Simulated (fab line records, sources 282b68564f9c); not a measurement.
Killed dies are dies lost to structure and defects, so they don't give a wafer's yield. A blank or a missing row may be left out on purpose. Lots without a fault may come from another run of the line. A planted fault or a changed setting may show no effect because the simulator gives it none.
Which tool did it? | flow rit_cmos | 14 lots, 42 wafers sampled, at 5 steps of a route of 202

WHAT THE GAUGES READ, wafer by wafer
RIT_GATE_OVL_MEAS_17.
lot  | measured    | on         | GATE_OVL (nm)
L806 | day 2 15:14 | overlay-01 | -0.2 0.0 -0.2
L807 | day 2 17:48 | overlay-01 | -0.9 -1.2 -0.2
L808 | day 2 22:05 | overlay-02 | 0.9 0.5 0.5
L809 | day 3 05:13 | overlay-01 | 0.9 1.0 -0.3
L810 | day 3 08:42 | overlay-01 | -0.4 -1.8 -2.2
L813 | day 4 02:09 | overlay-02 | -1.3 0.4 -0.5
L816 | day 4 16:21 | overlay-01 | 2.6 1.9 -0.9
L819 | day 5 07:25 | overlay-01 | -0.4 1.7 -0.2
L820 | day 5 14:05 | overlay-02 | 1.3 1.4 2.0
L822 | day 5 22:38 | overlay-02 | -0.4 0.6 -1.4
L826 | day 6 16:41 | overlay-01 | -0.1 0.3 -0.2
L827 | day 6 21:26 | overlay-01 | -2.3 -2.0 -1.4
L828 | day 7 04:58 | overlay-01 | 0.5 2.3 0.3
L829 | day 7 12:34 | overlay-02 | -1.4 0.5 1.9

RIT_M1_THK_MEAS_02: measures by xrf.
lot  | measured    | on            | M1_AL_THK (nm)
L806 | day 3 07:38 | film_metro-04 | 397 393 397
L807 | day 3 10:01 | film_metro-02 | 391 394 391
L808 | day 3 14:57 | film_metro-04 | 401 398 401
L809 | day 3 21:41 | film_metro-04 | 403 408 401
L810 | day 4 01:09 | film_metro-02 | 401 401 401
L813 | day 4 19:59 | film_metro-04 | 405 400 401
L816 | day 5 10:38 | film_metro-04 | 397 399 402
L819 | day 5 23:29 | film_metro-04 | 404 404 406
L820 | day 6 07:06 | film_metro-03 | 408 397 401
L822 | day 6 15:01 | film_metro-03 | 400 398 399
L826 | day 7 10:16 | film_metro-02 | 393 393 398
L827 | day 7 14:20 | film_metro-02 | 401 404 399
L828 | day 7 22:15 | film_metro-03 | 393 394 392
L829 | day 8 06:28 | film_metro-03 | 394 395 395

RIT_M1_CD_MEAS_09: target cd 2600 nm.
lot  | measured    | on        | cd_nm (nm)
L806 | day 3 08:48 | cd_sem-02 | 2602.7 2605.9 2604.3
L807 | day 3 10:59 | cd_sem-02 | 2600.8 2599.1 2598.8
L808 | day 3 15:53 | cd_sem-02 | 2597.5 2598.9 2599.1
L809 | day 3 22:45 | cd_sem-02 | 2599.6 2598.9 2600.0
L810 | day 4 02:17 | cd_sem-01 | 2599.1 2599.0 2597.5
L813 | day 4 20:57 | cd_sem-02 | 2611.2 2611.8 2612.2
L816 | day 5 11:35 | cd_sem-02 | 2609.7 2612.1 2612.9
L819 | day 6 00:33 | cd_sem-02 | 2599.0 2599.4 2598.3
L820 | day 6 08:08 | cd_sem-02 | 2602.7 2603.1 2602.0
L822 | day 6 15:57 | cd_sem-02 | 2597.6 2599.2 2598.6
L826 | day 7 11:22 | cd_sem-02 | 2596.5 2597.8 2597.6
L827 | day 7 15:25 | cd_sem-02 | 2603.1 2601.4 2601.7
L828 | day 7 23:20 | cd_sem-02 | 2601.0 2599.1 2600.1
L829 | day 8 07:42 | cd_sem-01 | 2597.3 2597.1 2596.8

WHICH TOOL RAN EACH LOT (tool, then ch and the chambers of the sampled wafers, then the start)
lot  | RIT_NSD_STRIP_09                    | RIT_M1_COAT_04
L806 | plasma_asher-04 ch 0,1, day 3 01:30 | litho_track-04 ch 0, day 3 08:01
L807 | plasma_asher-02 ch 0,1, day 3 04:05 | litho_track-02 ch 0, day 3 10:16
L808 | plasma_asher-04 ch 0,1, day 3 09:03 | litho_track-04 ch 0, day 3 15:10
L809 | plasma_asher-01 ch 0,1, day 3 15:42 | litho_track-02 ch 0, day 3 21:54
L810 | plasma_asher-01 ch 0,1, day 3 19:21 | litho_track-04 ch 0, day 4 01:22
L813 | plasma_asher-01 ch 0,1, day 4 13:52 | litho_track-04 ch 0, day 4 20:14
L816 | plasma_asher-04 ch 0,1, day 5 04:40 | litho_track-04 ch 0, day 5 10:51
L819 | plasma_asher-04 ch 0,1, day 5 17:40 | litho_track-03 ch 0, day 5 23:41
L820 | plasma_asher-01 ch 0,1, day 6 01:01 | litho_track-03 ch 0, day 6 07:24
L822 | plasma_asher-01 ch 0,1, day 6 09:08 | litho_track-02 ch 0, day 6 15:13
L826 | plasma_asher-02 ch 0,1, day 7 03:44 | litho_track-02 ch 0, day 7 10:31
L827 | plasma_asher-01 ch 0,1, day 7 08:34 | litho_track-03 ch 0, day 7 14:35
L828 | plasma_asher-02 ch 0,1, day 7 16:26 | litho_track-02 ch 0, day 7 22:29
L829 | plasma_asher-01 ch 0,1, day 8 00:34 | litho_track-03 ch 0, day 8 06:41
- RIT_NSD_STRIP_09: strips in O2, time 180 s.
- RIT_M1_COAT_04: resist thk 1300 nm.

WHAT THE TOOLS THEMSELVES READ (means of the sampled wafers that have a number; where no wafer has one, the mark that the record gives instead)
RIT_NSD_STRIP_09.
lot  | tool            | drypump_motor_current_A (A)
L806 | plasma_asher-04 | 6.5
L807 | plasma_asher-02 | 5.6
L808 | plasma_asher-04 | 6.5
L809 | plasma_asher-01 | 5.6
L810 | plasma_asher-01 | 6.0
L813 | plasma_asher-01 | 6.0
L816 | plasma_asher-04 | 6.5
L819 | plasma_asher-04 | 6.5
L820 | plasma_asher-01 | 6.0
L822 | plasma_asher-01 | 6.0
L826 | plasma_asher-02 | 5.6
L827 | plasma_asher-01 | 5.7
L828 | plasma_asher-02 | 5.6
L829 | plasma_asher-01 | 5.7

RIT_M1_COAT_04.
lot  | tool           | spin_speed_rpm (rpm)
L806 | litho_track-04 | 2000.6
L807 | litho_track-02 | 1999.7
L808 | litho_track-04 | 1999.1
L809 | litho_track-02 | 2001.7
L810 | litho_track-04 | 2002.3
L813 | litho_track-04 | 1615.7
L816 | litho_track-04 | 1616.6
L819 | litho_track-03 | 2001.3
L820 | litho_track-03 | 1999.4
L822 | litho_track-02 | 2002.7
L826 | litho_track-02 | 2000.1
L827 | litho_track-03 | 2000.5
L828 | litho_track-02 | 1999.8
L829 | litho_track-03 | 1998.8

THE ANSWER, worked out from the rows above alone
Rule: what is usual is taken from the lots themselves. Put in order of their means at a reading, lots are off if they are a third of the lots or fewer, leave a main group of 4 or more, and stand apart from it by a gap of 3 or more times the standard deviation of the main group's means; of several such gaps the widest counts. A main group whose means are all the same, to the digits that the tables above print for the reading, isn't used. A lot without any number at a reading at which 4 lots or more have one is off too. The other lots that the step has rows for count as sound. The gauges are gone through in route order, then the tools' own readings, and for those a lot's mean is taken as printed above. The first step at which some lot is off is used, and at that step the reading that is off furthest; a lot without a number counts as furthest.
Off: L813, L816, at RIT_M1_CD_MEAS_09 (cd_nm). The main group: mean 2599.7 nm, standard deviation 2.1.
A tool fits if, at a process step before that reading, it ran every lot that is off, and no sound lot after the first of them. The gauges at RIT_M1_CD_MEAS_09 aren't tried: what is off there is off at RIT_M1_COAT_04 too, on other tools, and a gauge's error can't cause that. One fits: litho_track-04 at RIT_M1_COAT_04. Its last sound lot is L810 (day 4 01:22), its first lot that is off L813 (day 4 20:14): a fault that began between those two fits.
The tool's own readings at RIT_M1_COAT_04 bear it out: on the lots that are off they differ by more than 5 times the standard deviation of the sound lots' means. spin_speed_rpm reads 1616.2 rpm there against 2000.5 rpm on the sound lots.

WHAT THE SIMULATOR HAD PUT IN
Process parameter drift: litho_track-04, from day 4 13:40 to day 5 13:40, at RIT_M1_COAT_04. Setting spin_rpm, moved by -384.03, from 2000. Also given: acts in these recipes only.
Lots struck among those shown: L813, L816. The rule above found the same.
